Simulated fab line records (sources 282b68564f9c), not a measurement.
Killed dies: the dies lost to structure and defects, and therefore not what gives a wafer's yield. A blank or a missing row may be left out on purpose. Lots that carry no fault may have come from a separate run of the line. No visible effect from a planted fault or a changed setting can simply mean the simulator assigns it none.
fab line records	flow ritCmos	part 1 of 2: steps 1 to 28 of 30
record lots=5	wafers=23
route steps=202 shown ACTIVE@2 NWELL@36 PWELL@44 WELLDRIVE@50 NRETRO@54 GATE@81 NLDD@111 PLDD@122 SPACER@128 NSD@139 PSD@149 CONTACT@179 M1@202
startH: hours from the record's first day to the start of the lot's first wafer shown	waitH: how many hours have passed since the lot's step before this one	" same as the row above	L1.1+2: a single row standing in for several wafers	- either no value or no given start	* or withheld: withheld	< > ~ a bound
route shown NAME@n: a module of which the file shows steps, and the number in the route of the first	usual: the fault-free wafers' mean and standard deviation	same: alike in all rows	chamber/n: place in a boat	sites: per-site readings	_std_site: standard deviation across them	_edge_site: the outer-site mean with the inner-site mean subtracted	radiusMm: how far each site lies from the wafer's centre	mask NAME#n: copy n	behind: the most recent tool/chamber to have shaped the wafer	hold: the reason the lot was held/the length of the hold in hours/how it ended	device: whichever transistor did not switch (one of n, p or np)	end of line: tests of these same wafers at the route's end	step lacking rows: just its recipe	killed: the dies lost at the first sort to structure and to defects; this is not the yield of the wafer	map: dies across one wafer; x = killed, . = not, _ = none there
set.NAME: the setting as run; set.NAME@STEP: as run at that earlier step	model.NAME: the simulator's own value behind a step, which no gauge read
lots with deliberately changed settings; one table per step, one row per wafer
## steps
# step RIT_ACTIVE_OXIDATION_01
# recipe tempC=1000	ambient=O2	targetThkA=468	oxTimeS=3360
lot.wafer	tool	chamber	startH	waitH	set.oxTimeS	model.SiO2_of_ACTIVE_OXIDATION_01.thkNm
L079.1	-	-	-	0.5	3198	46.02
L079.2	"	-	"	"	3198	46.1
L079.3	"	-	"	"	3198	45.43
L079.5	"	-	"	"	3198	44.76
L079.6	"	-	"	"	3198	44.68
L082.1	-	-	-	1.8	3832	52.33
L082.3	"	-	"	"	3832	51
L082.4	"	-	"	"	3832	51.86
L082.5	"	-	"	"	3832	51.75
L082.6	"	-	"	"	3832	52.19
L083.1	-	-	-	1.5	3780	50.88
L083.2	"	-	"	"	3780	49.97
L083.3	"	-	"	"	3780	50.11
L083.5	"	-	"	"	3780	50.36
L083.6	"	-	"	"	3780	51.2
L084.3	furnace-03	0	61.12	1.1	3360	47.04
L084.4	"	0	"	"	3360	48.16
L084.5	"	0	"	"	3360	47.76
L085.1	-	-	-	1.1	3360	46.48
L085.2	"	-	"	"	3360	46.49
L085.3	"	-	"	"	3360	46.59
L085.4	"	-	"	"	3360	46.77
L085.6	"	-	"	"	3360	46.62
# step RIT_ACTIVE_THK_MEAS_02
# recipe reads=SiO2_of_ACTIVE_OXIDATION_01
# usual ACTIVE_OXIDE_THK=46.9/1.1
lot.wafer	tool	chamber	startH	waitH	set.oxTimeS@ACTIVE_OXIDATION_01	ACTIVE_OXIDE_THK[nm]
L079.1	filmMetro-04	-	-	-	3198	45.9
L079.2	"	-	"	"	3198	46.1
L079.3	"	-	"	"	3198	45.4
L079.5	"	-	"	"	3198	44.8
L079.6	"	-	"	"	3198	44.7
L082.1	filmMetro-02	-	-	-	3832	52.3
L082.3	"	-	"	"	3832	51.0
L082.4	"	-	"	"	3832	51.8
L082.5	"	-	"	"	3832	51.7
L082.6	"	-	"	"	3832	52.1
L083.1	filmMetro-03	-	-	-	3780	50.9
L083.2	"	-	"	"	3780	50.0
L083.3	"	-	"	"	3780	50.1
L083.5	"	-	"	"	3780	50.3
L083.6	"	-	"	"	3780	51.2
L084.3	filmMetro-04	-	63.07	0.0	3360	47.0
L084.4	"	-	"	"	3360	48.2
L084.5	"	-	"	"	3360	47.8
L085.1	filmMetro-04	-	-	-	3360	46.5
L085.2	"	-	"	"	3360	46.5
L085.3	"	-	"	"	3360	46.6
L085.4	"	-	"	"	3360	46.8
L085.6	"	-	"	"	3360	46.6
# step RIT_ACTIVE_ETCH_13
# recipe stopOn=SiO2	chemistry=SF6	target=Si3N4	timeS=210	overEtchFrac=0.4	SF6_flow_sccm=200	pressureMtorr=260	rfW=125	targetDepthA=2100
lot.wafer	tool	chamber	startH	waitH	set.overEtchFrac	set.oxTimeS@ACTIVE_OXIDATION_01	model.SiO2_of_ACTIVE_OXIDATION_01.thkNm
L079.1	rieDiel-01	0	40.94	0.1	0.4	3198	46.02
L079.2	"	2	"	"	0.4	3198	46.1
L079.3	"	1	"	"	0.4	3198	45.43
L079.5	"	1	"	"	0.4	3198	44.76
L079.6	"	2	"	"	0.4	3198	44.68
L082.1	rieDiel-04	0	56.38	0.1	0.4	3832	52.33
L082.3	"	3	"	"	0.4	3832	51
L082.4	"	2	"	"	0.4	3832	51.86
L082.5	"	2	"	"	0.4	3832	51.75
L082.6	"	1	"	"	0.4	3832	52.19
L083.1	rieDiel-04	0	62.90	0.1	0.3485	3780	50.88
L083.2	"	1	"	"	0.4	3780	49.97
L083.3	"	3	"	"	0.4	3780	50.11
L083.5	"	2	"	"	0.3485	3780	50.36
L083.6	"	3	"	"	0.3485	3780	51.2
L084.3	rieDiel-01	0	65.85	0.1	0.4	3360	47.04
L084.4	"	2	"	"	0.4	3360	46.42
L084.5	"	1	"	"	0.4	3360	47.76
L085.1	rieDiel-01	3	70.80	0.1	0.4	3360	46.48
L085.2	"	2	"	"	0.4	3360	46.49
L085.3	"	1	"	"	0.3283	3360	46.59
L085.4	"	0	"	"	0.3283	3360	46.77
L085.6	"	0	"	"	0.3283	3360	46.62
# step RIT_NWELL_IMPLANT_08
# recipe species=P	energyKev=170	doseCm2=5e+13	tiltDeg=7
lot.wafer	tool	chamber	startH	waitH	set.doseCm2
L079.1+6	implanter-03	0	46.88	0.2	5e+13
L079.2+3+5	"	0	"	"	4.861e+13
L082.1+5	implanter-04	0	63.62	0.2	5.098e+13
L082.3+4+6	"	0	"	"	5e+13
L083.1+2	implanter-01	0	70.83	0.2	5e+13
L083.3+5+6	"	0	"	"	4.625e+13
L084.3+4+5	implanter-01	0	73.47	0.2	5e+13
L085.1+3+4	implanter-01	0	76.77	0.2	5e+13
L085.2+6	"	0	"	"	5.265e+13
# step RIT_PWELL_DEVELOP_05
# recipe resist=NOVOLAK	developTimeS=68	devTempC=23
lot.wafer	tool	chamber	startH	waitH	set.developTimeS
L079.1+3	lithoTrack-02	0	-	-	74.06
L079.2+5+6	"	0	"	"	68
L082.1+4+5	lithoTrack-04	0	-	-	72.06
L082.3+6	"	0	"	"	68
L083.1+6	lithoTrack-01	0	-	-	68
L083.2+3+5	"	0	"	"	58.54
L084.3+4+5	lithoTrack-01	0	-	-	68
L085.1+2+3+4+6	lithoTrack-04	0	-	-	68
# step RIT_PWELL_HARDBAKE_07
# recipe resist=NOVOLAK	tempC=140	timeS=120
# step RIT_WELLDRIVE_ANNEAL_00
# recipe tempC=1100	timeS=14700	ambient=N2
# step RIT_WELLDRIVE_RS_MEAS_01
# recipe thkMeasGauge=four-point-probe
# usual NWELL_RS=275.7/0.74
lot.wafer	tool	chamber	startH	waitH	set.doseCm2@NWELL_IMPLANT_08	NWELL_RS[ohm/sq]
L079.1	filmMetro-04	-	53.98	0.0	5e+13	275.7
L079.2	"	-	"	"	4.861e+13	280.7
L079.3	"	-	"	"	4.861e+13	280.3
L079.5	"	-	"	"	4.861e+13	281.4
L079.6	"	-	"	"	5e+13	275.8
L082.1	filmMetro-01	-	73.10	0.0	5.098e+13	272.3
L082.3	"	-	"	"	5e+13	275.1
L082.4	"	-	"	"	5e+13	275.7
L082.5	"	-	"	"	5.098e+13	272.7
L082.6	"	-	"	"	5e+13	275.9
L083.1	filmMetro-01	-	78.03	0.0	5e+13	274.2
L083.2	"	-	"	"	5e+13	274.3
L083.3	"	-	"	"	4.625e+13	287.8
L083.5	"	-	"	"	4.625e+13	287.5
L083.6	"	-	"	"	4.625e+13	287.4
L084.3	filmMetro-04	-	81.08	0.0	5e+13	276.6
L084.4	"	-	"	"	5e+13	276.8
L084.5	"	-	"	"	5e+13	275.5
L085.1	filmMetro-04	-	85.50	0.0	5e+13	276.4
L085.2	"	-	"	"	5.265e+13	267.5
L085.3	"	-	"	"	5e+13	276.0
L085.4	"	-	"	"	5e+13	276.0
L085.6	"	-	"	"	5.265e+13	268.0
# step RIT_NRETRO_COAT_01
# recipe resist=NOVOLAK	spinRpm=2000	resistThkNm=1300
lot.wafer	tool	chamber	startH	waitH	set.resistThkNm	model.NOVOLAK_of_NRETRO_COAT_01.thkNm
L079.1	lithoTrack-01	0	54.37	0.1	1300	1300
L079.2	"	0	"	"	1300	1298
L079.3+6	"	0	"	"	1300	1299
L079.5	"	0	"	"	1300	1301
L082.1	lithoTrack-02	0	73.49	0.1	1300	1302
L082.3+6	"	0	"	"	1300	1304
L082.4	"	0	"	"	1268	1273
L082.5	"	0	"	"	1268	1274
L083.1	lithoTrack-01	0	78.42	0.1	1300	1305
L083.2	"	0	"	"	1300	1308
L083.3	"	0	"	"	1300	1306
L083.5	"	0	"	"	1300	1304
L083.6	"	0	"	"	1300	1311
L084.3	lithoTrack-03	0	81.48	0.1	1300	1298
L084.4	"	0	"	"	1300	1295
L084.5	"	0	"	"	1300	1299
L085.1	lithoTrack-03	0	85.89	0.1	1300	1306
L085.2	"	0	"	"	1300	1305
L085.3	"	0	"	"	1250	1253
L085.4	"	0	"	"	1250	1257
L085.6	"	0	"	"	1300	1311
# step RIT_NRETRO_SOFTBAKE_02
# recipe resist=NOVOLAK	tempC=90	timeS=60
lot.wafer	tool	chamber	startH	waitH	set.timeS
L079.1+2	lithoTrack-01	0	54.52	0.1	64.63
L079.3+5+6	"	0	"	"	60
L082.1+3+5	lithoTrack-02	0	73.64	0.1	60
L082.4+6	"	0	"	"	62.63
L083.1+2+3+5+6	lithoTrack-01	0	78.57	0.1	60
L084.3+4+5	lithoTrack-03	0	81.63	0.1	60
L085.1+3+6	lithoTrack-03	0	86.04	0.1	65.69
L085.2+4	"	0	"	"	60
# step RIT_NRETRO_EXPOSE_03
# recipe maskId=M4	na=0.57	targetCdNm=43900	doseMj=250
# step RIT_NRETRO_PEB_04
# recipe resist=NOVOLAK	tempC=withheld	timeS=withheld
# step RIT_NRETRO_DEVELOP_05
# recipe resist=NOVOLAK	developTimeS=68	devTempC=23
# step RIT_NRETRO_HARDBAKE_07
# recipe resist=NOVOLAK	tempC=140	timeS=120
lot.wafer	tool	chamber	startH	waitH	set.resistThkNm@NRETRO_COAT_01	model.NOVOLAK_of_NRETRO_COAT_01.thkNm
L079.1	lithoTrack-01	0	55.13	0.0	1300	1137
L079.2	"	0	"	"	1300	1135
L079.3+6	"	0	"	"	1300	1136
L079.5	"	0	"	"	1300	1138
L082.1	lithoTrack-02	0	74.39	0.0	1300	1139
L082.3+6	"	0	"	"	1300	1140
L082.4+5	"	0	"	"	1268	1114
L083.1+3	lithoTrack-03	0	79.31	0.0	1300	1142
L083.2	"	0	"	"	1300	1144
L083.5	"	0	"	"	1300	1140
L083.6	"	0	"	"	1300	1147
L084.3	lithoTrack-03	0	82.40	0.1	1300	1135
L084.4	"	0	"	"	1300	1132
L084.5	"	0	"	"	1300	1136
L085.1	lithoTrack-03	0	86.66	0.0	1300	1142
L085.2	"	0	"	"	1300	1141
L085.3	"	0	"	"	1250	1097
L085.4	"	0	"	"	1250	1100
L085.6	"	0	"	"	1300	1146
# step RIT_GATE_OXIDATION_05
# recipe tempC=900	ambient=O2	targetThkA=30	oxTimeS=270
lot.wafer	tool	chamber	startH	waitH	set.oxTimeS	model.SiO2_of_GATE_OXIDATION_05.thkNm
L079.1	-	-	-	0.7	286.8	3.203
L079.2	"	-	"	"	286.8	3.152
L079.3	"	-	"	"	286.8	3.164
L079.5	"	-	"	"	286.8	3.167
L079.6	"	-	"	"	286.8	3.187
L082.1	-	-	-	0.9	259.6	2.919
L082.3	"	-	"	"	259.6	2.894
L082.4	"	-	"	"	259.6	2.91
L082.5	"	-	"	"	259.6	2.943
L082.6	"	-	"	"	259.6	2.875
L083.1	-	-	-	0.4	310.4	3.364
L083.2	"	-	"	"	310.4	3.408
L083.3	"	-	"	"	310.4	3.369
L083.5	"	-	"	"	310.4	3.358
L083.6	"	-	"	"	310.4	3.338
L084.3	furnace-04	0	87.43	2.3	270	2.978
L084.4	"	0	"	"	270	2.976
L084.5	"	0	"	"	270	2.961
L085.1	-	-	-	1.9	229.9	2.627
L085.2	"	-	"	"	229.9	2.572
L085.3	"	-	"	"	229.9	2.666
L085.4	"	-	"	"	229.9	2.591
L085.6	"	-	"	"	229.9	2.55
# step RIT_GATE_ANNEAL_06
# recipe tempC=900	timeS=600	ambient=N2O
# step RIT_GATE_THK_MEAS_07
# recipe reads=SiO2_of_GATE_OXIDATION_05
# usual GATE_OXIDE_THK=3.02/0.053
lot.wafer	tool	chamber	startH	waitH	set.oxTimeS@GATE_OXIDATION_05	GATE_OXIDE_THK[nm]
L079.1	filmMetro-01	-	59.81	0.0	286.8	3.16
L079.2	"	-	"	"	286.8	3.21
L079.3	"	-	"	"	286.8	3.18
L079.5	"	-	"	"	286.8	3.20
L079.6	"	-	"	"	286.8	3.20
L082.1	filmMetro-03	-	81.17	0.0	259.6	2.97
L082.3	"	-	"	"	259.6	2.95
L082.4	"	-	"	"	259.6	2.93
L082.5	"	-	"	"	259.6	2.95
L082.6	"	-	"	"	259.6	2.82
L083.1	filmMetro-01	-	83.81	0.0	310.4	3.36
L083.2	"	-	"	"	310.4	3.44
L083.3	"	-	"	"	310.4	3.44
L083.5	"	-	"	"	310.4	3.36
L083.6	"	-	"	"	310.4	3.37
L084.3	filmMetro-02	-	88.78	0.0	270	3.01
L084.4	"	-	"	"	270	2.98
L084.5	"	-	"	"	270	2.96
L085.1	filmMetro-01	-	94.09	0.0	229.9	2.60
L085.2	"	-	"	"	229.9	2.58
L085.3	"	-	"	"	229.9	2.65
L085.4	"	-	"	"	229.9	2.56
L085.6	"	-	"	"	229.9	2.62
# step RIT_GATE_EXPOSE_13
# recipe maskId=M6	na=0.6	sourceShape=conventional	sigmaOuter=0.6	targetCdNm=150	doseMj=380
lot.wafer	tool	chamber	startH	waitH	mask	set.doseMj
L079.1+5	ilineStepper-01	0	62.43	0.2	M6#0	380
L079.2+3+6	"	0	"	"	M6#0	354.2
L082.1+4+6	ilineStepper-01	0	83.35	0.1	M6#0	365.2
L082.3+5	"	0	"	"	M6#0	380
L083.1+2+3	ilineStepper-02	0	87.37	1.5	M6#0	380
L083.5+6	"	0	"	"	M6#0	359.7
L084.3+4+5	ilineStepper-01	0	91.11	0.2	M6#0	380
L085.1+2+3+4+6	ilineStepper-02	0	96.40	0.2	M6#0	380
# step RIT_NLDD_IMPLANT_08
# recipe species=P	energyKev=20	doseCm2=5e+14	tiltDeg=7
lot.wafer	tool	chamber	startH	waitH	set.doseCm2
L079.1+3	implanter-01	0	68.37	0.1	5e+14
L079.2+5+6	"	0	"	"	4.681e+14
L082.1+3+4+5+6	implanter-01	0	88.87	0.1	5e+14
L083.1+2+6	implanter-01	0	92.51	0.1	4.74e+14
L083.3+5	"	0	"	"	5e+14
L084.3+4+5	implanter-01	0	97.91	0.1	5e+14
L085.1+2+3+4+6	implanter-01	0	106.92	0.1	5e+14
# step RIT_PLDD_IMPLANT_08
# recipe species=BF2	energyKev=20	doseCm2=9e+14	tiltDeg=7
lot.wafer	tool	chamber	startH	waitH	set.doseCm2
L079.1+2+3+5+6	implanter-04	0	69.86	0.1	9e+14
L082.1+3+6	implanter-04	0	90.29	0.1	9e+14
L082.4+5	"	0	"	"	8.653e+14
L083.1+3+5	implanter-02	0	94.06	0.1	9e+14
L083.2+6	"	0	"	"	8.588e+14
L084.3+4+5	implanter-02	0	99.33	0.1	9e+14
L085.1+2+3+4+6	implanter-04	0	108.46	0.1	9e+14
# step RIT_SPACER_CVD_03
# recipe material=Si3N4	targetThkNm=250	tempC=810	precursor=SiH2Cl2/NH3	timeS=3300	pressureMtorr=300	sih2cl2FlowSccm=60	nh3FlowSccm=150
lot.wafer	tool	chamber	startH	waitH	set.sih2cl2FlowSccm	model.Si3N4_of_SPACER_CVD_03.thkNm
L079.1+2	-	-	-	0.0	54.44	243
L079.3	"	-	"	"	54.44	242.4
L079.5	"	-	"	"	54.44	245.6
L079.6	"	-	"	"	54.44	243.5
L082.1	-	-	-	0.0	66.86	256.1
L082.3+5	"	-	"	"	66.86	256.7
L082.4	"	-	"	"	66.86	257.4
L082.6	"	-	"	"	66.86	259
L083.1	-	-	-	0.0	60	246
L083.2	"	-	"	"	60	248
L083.3	"	-	"	"	60	247.7
L083.5	"	-	"	"	60	245.6
L083.6	"	-	"	"	60	245.3
L084.3	lpcvd-01	1	100.04	0.0	60	249.1
L084.4	"	1	"	"	60	251.4
L084.5	"	1	"	"	60	253.2
L085.1	-	-	-	0.0	51.16	239.3
L085.2+4	"	-	"	"	51.16	239.7
L085.3	"	-	"	"	51.16	239.6
L085.6	"	-	"	"	51.16	239.8
# step RIT_SPACER_THK_MEAS_04
# recipe reads=Si3N4_of_SPACER_CVD_03
# usual SPACER_NITRIDE_THK=249.7/2
lot.wafer	tool	chamber	startH	waitH	set.sih2cl2FlowSccm@SPACER_CVD_03	SPACER_NITRIDE_THK[nm]
L079.1	filmMetro-02	-	-	-	54.44	243.0
L079.2	"	-	"	"	54.44	242.9
L079.3	"	-	"	"	54.44	242.5
L079.5	"	-	"	"	54.44	245.7
L079.6	"	-	"	"	54.44	243.5
L082.1	filmMetro-02	-	-	-	66.86	256.1
L082.3	"	-	"	"	66.86	256.9
L082.4	"	-	"	"	66.86	257.2
L082.5	"	-	"	"	66.86	256.8
L082.6	"	-	"	"	66.86	258.8
L083.1	filmMetro-01	-	-	-	60	246.1
L083.2	"	-	"	"	60	247.8
L083.3	"	-	"	"	60	247.8
L083.5	"	-	"	"	60	245.6
L083.6	"	-	"	"	60	245.1
L084.3	filmMetro-01	-	101.97	0.0	60	249.2
L084.4	"	-	"	"	60	251.2
L084.5	"	-	"	"	60	253.2
L085.1	filmMetro-01	-	-	-	51.16	239.1
L085.2	"	-	"	"	51.16	239.9
L085.3	"	-	"	"	51.16	239.6
L085.4	"	-	"	"	51.16	239.7
L085.6	"	-	"	"	51.16	239.8
# step RIT_NSD_IMPLANT_08
# recipe species=P	energyKev=25	doseCm2=1e+15	tiltDeg=7
lot.wafer	tool	chamber	startH	waitH	set.energyKev	model.implant.rpNm	model.implant.drpNm
L079.1+2+3+5+6	implanter-02	0	73.79	0.1	25	31.66	14.84
L082.1+3+5	implanter-01	0	94.21	0.1	25	32.22	14.84
L082.4+6	"	0	"	"	26.35	33.39	15.32
L083.1+2+5	implanter-03	0	98.13	0.1	25.84	32.98	15.14
L083.3+6	"	0	"	"	25	32.25	14.84
L084.3+4+5	implanter-02	0	103.25	0.1	25	32.62	14.84
L085.1+2+3+4+6	implanter-01	0	112.42	0.1	25	31.89	14.84
# step RIT_PSD_HARDBAKE_07
# recipe resist=NOVOLAK	tempC=140	timeS=60
lot.wafer	tool	chamber	startH	waitH	set.tempC
L079.1+2+6	lithoTrack-02	0	75.19	0.0	141.3
L079.3+5	"	0	"	"	140
L082.1+5+6	lithoTrack-02	0	95.61	0.0	144.1
L082.3+4	"	0	"	"	140
L083.1+5	lithoTrack-02	0	99.60	0.0	141.2
L083.2+3+6	"	0	"	"	140
L084.3+4+5	lithoTrack-03	0	104.52	0.1	140
L085.1+2+3+4+6	lithoTrack-04	0	113.82	0.0	140
# step RIT_PSD_IMPLANT_08
# recipe species=BF2	energyKev=27	doseCm2=5e+15	tiltDeg=7
# step RIT_PSD_STRIP_09
# recipe chemistry=O2	timeS=180	resist=NOVOLAK	platenTempC=withheld	powerW=500	pressureMtorr=4000	o2FlowSccm=4000
# step RIT_SDANNEAL_RS_MEAS_06
# recipe thkMeasGauge=four-point-probe
# usual PLDD_RS=178.8/0.45
lot.wafer	tool	chamber	startH	waitH	set.doseCm2@PLDD_IMPLANT_08	PLDD_RS[ohm/sq]
L079.1	filmMetro-02	-	76.42	0.1	9e+14	179.1
L079.2	"	-	"	"	9e+14	179.2
L079.3	"	-	"	"	9e+14	179.2
L079.5	"	-	"	"	9e+14	178.9
L079.6	"	-	"	"	9e+14	178.9
L082.1	filmMetro-04	-	96.82	0.1	9e+14	179.1
L082.3	"	-	"	"	9e+14	179.8
L082.4	"	-	"	"	8.653e+14	183.2
L082.5	"	-	"	"	8.653e+14	183.4
L082.6	"	-	"	"	9e+14	179.0
L083.1	filmMetro-03	-	100.88	0.1	9e+14	178.7
L083.2	"	-	"	"	8.588e+14	183.2
L083.3	"	-	"	"	9e+14	178.5
L083.5	"	-	"	"	9e+14	178.7
L083.6	"	-	"	"	8.588e+14	182.9
L084.3	filmMetro-03	-	105.73	0.1	9e+14	178.1
L084.4	"	-	"	"	9e+14	178.7
L084.5	"	-	"	"	9e+14	178.2
L085.1	filmMetro-03	-	115.02	0.1	9e+14	179.1
L085.2	"	-	"	"	9e+14	178.8
L085.3	"	-	"	"	9e+14	179.2
L085.4	"	-	"	"	9e+14	178.7
L085.6	"	-	"	"	9e+14	178.7
# step RIT_SDANNEAL_RS_MEAS_07
# recipe thkMeasGauge=four-point-probe
# usual NLDD_RS=151.7/0.52
lot.wafer	tool	chamber	startH	waitH	set.doseCm2@NLDD_IMPLANT_08	NLDD_RS[ohm/sq]
L079.1	filmMetro-02	-	76.54	0.1	5e+14	152.0
L079.2	"	-	"	"	4.681e+14	159.9
L079.3	"	-	"	"	5e+14	152.3
L079.5	"	-	"	"	4.681e+14	160.2
L079.6	"	-	"	"	4.681e+14	160.7
L082.1	filmMetro-04	-	96.94	0.1	5e+14	152.2
L082.3	"	-	"	"	5e+14	152.5
L082.4	"	-	"	"	5e+14	152.4
L082.5	"	-	"	"	5e+14	152.4
L082.6	"	-	"	"	5e+14	151.9
L083.1	filmMetro-03	-	101.00	0.1	4.74e+14	159.0
L083.2	"	-	"	"	4.74e+14	158.8
L083.3	"	-	"	"	5e+14	151.7
L083.5	"	-	"	"	5e+14	151.5
L083.6	"	-	"	"	4.74e+14	158.6
L084.3	filmMetro-03	-	105.85	0.1	5e+14	151.5
L084.4	"	-	"	"	5e+14	151.7
L084.5	"	-	"	"	5e+14	151.3
L085.1	filmMetro-03	-	115.14	0.1	5e+14	150.7
L085.2	"	-	"	"	5e+14	151.1
L085.3	"	-	"	"	5e+14	150.5
L085.4	"	-	"	"	5e+14	151.2
L085.6	"	-	"	"	5e+14	151.0
## key
split step=RIT_ACTIVE_OXIDATION_01	setting=oxTimeS	stated=3360	by=lot
response step=RIT_ACTIVE_OXIDATION_01	reading=model.SiO2_of_ACTIVE_OXIDATION_01.thkNm	change=+0.319	per=1%	r=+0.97
response step=RIT_ACTIVE_THK_MEAS_02	reading=ACTIVE_OXIDE_THK	change=+0.319	per=1%	r=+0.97
response step=RIT_ACTIVE_ETCH_13	reading=model.SiO2_of_ACTIVE_OXIDATION_01.thkNm	change=+0.325	per=1%	r=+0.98
split step=RIT_ACTIVE_ETCH_13	setting=overEtchFrac	stated=0.4	by=wafer
response none clear
split step=RIT_NWELL_IMPLANT_08	setting=doseCm2	stated=5e+13	by=wafer
response step=RIT_WELLDRIVE_RS_MEAS_01	reading=NWELL_RS	change=-1.71	per=1%	r=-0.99
split step=RIT_PWELL_DEVELOP_05	setting=developTimeS	stated=68	by=wafer
response none clear
split step=RIT_NRETRO_COAT_01	setting=resistThkNm	stated=1300	by=wafer
response step=RIT_NRETRO_COAT_01	reading=model.NOVOLAK_of_NRETRO_COAT_01.thkNm	change=+13.1	per=1%	r=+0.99
response step=RIT_NRETRO_HARDBAKE_07	reading=model.NOVOLAK_of_NRETRO_COAT_01.thkNm	change=+11.3	per=1%	r=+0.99
split step=RIT_NRETRO_SOFTBAKE_02	setting=timeS	stated=60	by=wafer
response none clear
split step=RIT_GATE_OXIDATION_05	setting=oxTimeS	stated=270	by=lot
response step=RIT_GATE_OXIDATION_05	reading=model.SiO2_of_GATE_OXIDATION_05.thkNm	change=+0.0258	per=1%	r=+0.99
response step=RIT_GATE_THK_MEAS_07	reading=GATE_OXIDE_THK	change=+0.0266	per=1%	r=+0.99
split step=RIT_GATE_EXPOSE_13	setting=doseMj	stated=380	by=wafer
response step=RIT_M1_PROBE_99	reading=model.etest.pmos_0p15.rOnOhmUm	change=-120	per=1%	r=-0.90
response step=RIT_M1_PROBE_99	reading=model.etest.pmosTurned.rOnOhmUm	change=-123	per=1%	r=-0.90
response step=RIT_M1_PROBE_99	reading=model.etest.nmos_0p15.rOnOhmUm	change=-36.8	per=1%	r=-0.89
response step=RIT_M1_PROBE_99	reading=model.etest.nmos_0p15.driveUaUm	change=+13.7	per=1%	r=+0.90
response step=RIT_M1_PROBE_99	reading=model.etest.pmos_0p15.driveUaUm	change=+8.59	per=1%	r=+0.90
response step=RIT_M1_PROBE_99	reading=model.etest.nmosTurned.driveUaUm	change=+7.06	per=1%	r=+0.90
split step=RIT_NLDD_IMPLANT_08	setting=doseCm2	stated=5e+14	by=wafer
response step=RIT_SDANNEAL_RS_MEAS_07	reading=NLDD_RS	change=-1.31	per=1%	r=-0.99
split step=RIT_PLDD_IMPLANT_08	setting=doseCm2	stated=9e+14	by=wafer
response step=RIT_SDANNEAL_RS_MEAS_06	reading=PLDD_RS	change=-1	per=1%	r=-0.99
split step=RIT_SPACER_CVD_03	setting=sih2cl2FlowSccm	stated=60	by=lot
response step=RIT_SPACER_CVD_03	reading=model.Si3N4_of_SPACER_CVD_03.thkNm	change=+0.655	per=1%	r=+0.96
response step=RIT_SPACER_THK_MEAS_04	reading=SPACER_NITRIDE_THK	change=+0.653	per=1%	r=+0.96
split step=RIT_NSD_IMPLANT_08	setting=energyKev	stated=25	by=wafer
response step=RIT_NSD_IMPLANT_08	reading=model.implant.rpNm	change=+0.216	per=1%	r=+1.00
response step=RIT_NSD_IMPLANT_08	reading=model.implant.drpNm	change=+0.0887	per=1%	r=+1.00
split step=RIT_PSD_HARDBAKE_07	setting=tempC	stated=140	by=wafer
response none clear
split step=RIT_CONTACT_ETCH_11	setting=timeS	stated=320	by=wafer
response step=RIT_CONTACT_ETCH_11	reading=model.NOVOLAK_of_CONTACT_COAT_03.thkNm	change=-1.29	per=1%	r=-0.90
